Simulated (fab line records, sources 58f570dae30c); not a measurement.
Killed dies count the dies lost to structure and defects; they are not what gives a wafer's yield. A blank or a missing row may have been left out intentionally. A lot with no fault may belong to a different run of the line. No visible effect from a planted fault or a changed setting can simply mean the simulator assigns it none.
Comparing a struck lot with a sound one	flow berkeley-cmos170	16 out of 331 route steps
Sound: wafers L923.1, L923.4, L923.5. Struck: wafer L935.2. (L935.1, L935.6 of the same lot were not struck and are left out.) The cause comes at the end.
Each step with rows lists, per side, the tool, then ch with its chambers, then its first start. Under that, the readings that differ: sound wafers	struck wafers	difference of the means	sigmas: that difference in standard deviations of wafers without a fault.
alike: a reading whose means differ by less than 2 such deviations, as well as words and numbers matching on both sides. not compared: withheld readings; readings where some wafer has no value; bounds like >300 that might hide an equal value; numbers whose values overlap and for which the record gives no deviation.
Wherever a step has rows on one side only, a row that says differs or no value, or a row with sigmas, the two part there. Numbers that don't overlap but have no deviation are shown without sigmas and don't part them. A reading that every wafer of one side lacks parts them only if that side has two wafers or more.

UCB170_V1_CMP_02: polishes SiO2.
  sound on cmp-01 ch 1,2,3, day 6 10:41; struck on cmp-01 ch 0, day 9 16:02
  alike: motor-current-A, slurry-flow-ml-min
UCB170_V1_BOW_MEAS_03:
  sound on film-metro-02, day 6 10:53; struck on film-metro-03, day 9 16:17
  alike: V1_BOW
UCB170_V1_THK_MEAS_04:
  sound on film-metro-02, day 6 11:00; struck on film-metro-03, day 9 16:24
  alike: V1_POLISHED_THK
then, 7 steps without rows for these wafers: UCB170_V1_CLEAN_05 (cleans in DIW); UCB170_V1_HMDS_06 (prime time 60 s); UCB170_V1_COAT_07 (resist thk 900 nm); UCB170_V1_SOFTBAKE_08 (time 60 s); UCB170_V1_EXPOSE_09 (exposes mask VIA1, target cd 700 nm); UCB170_V1_PEB_10; UCB170_V1_DEVELOP_11 (develop time 45 s).
UCB170_V1_CD_MEAS_12: the cd target is 700 nm.
  sound on cd-sem-01, day 6 12:48; struck on cd-sem-01, day 9 17:51
  alike: cd-nm
UCB170_V1_OVL_MEAS_13:
  sound on overlay-02, day 6 12:55; struck on overlay-01, day 9 17:58
  alike: V1_OVL
UCB170_V1_ETCH_14: etches SiO2 in CHF3/CF4/Ar, stops on Al, target depth 1250 nm, time 291 s.
  sound on rie-diel-01 ch 2,3, day 6 12:58; struck on rie-diel-04 ch 0, day 9 18:00
reading	sound	struck	difference	sigmas
model.KrF_of_V1_COAT_07.thk-nm (nm)	617.5 619.4 601.3	645.9	+33.2	
  alike: chamber-pressure-mTorr, drypump-motor-current-A, oes-product-au, throttle-valve-pct
  not compared: rf-hours-counter-h
UCB170_V1_STRIP_15: strips in O2.
  sound on plasma-asher-02 ch 1, day 6 13:08; struck on plasma-asher-04 ch 1, day 9 18:11
reading	sound	struck	difference	sigmas
strip-time-to-endpoint-s (s)	15.48 15.53 15.11	16.09	+0.72	+4
  alike: chamber-pressure-mTorr, drypump-motor-current-A, oes-product-au
  not compared: rf-hours-counter-h
UCB170_V1_CD_MEAS_90: the cd target is 700 nm.
  sound on cd-sem-01, day 6 13:25; struck on cd-sem-02, day 9 18:17
  alike: cd-nm
UCB170_M3_PROBE_99:
  only the struck wafers here have rows in the record (prober-02, day 10 02:56); the sound ones have none

== WHERE THEY PART ==
First at UCB170_V1_STRIP_15; last, within this record, at UCB170_M3_PROBE_99.

WHY: whatever the simulator had introduced
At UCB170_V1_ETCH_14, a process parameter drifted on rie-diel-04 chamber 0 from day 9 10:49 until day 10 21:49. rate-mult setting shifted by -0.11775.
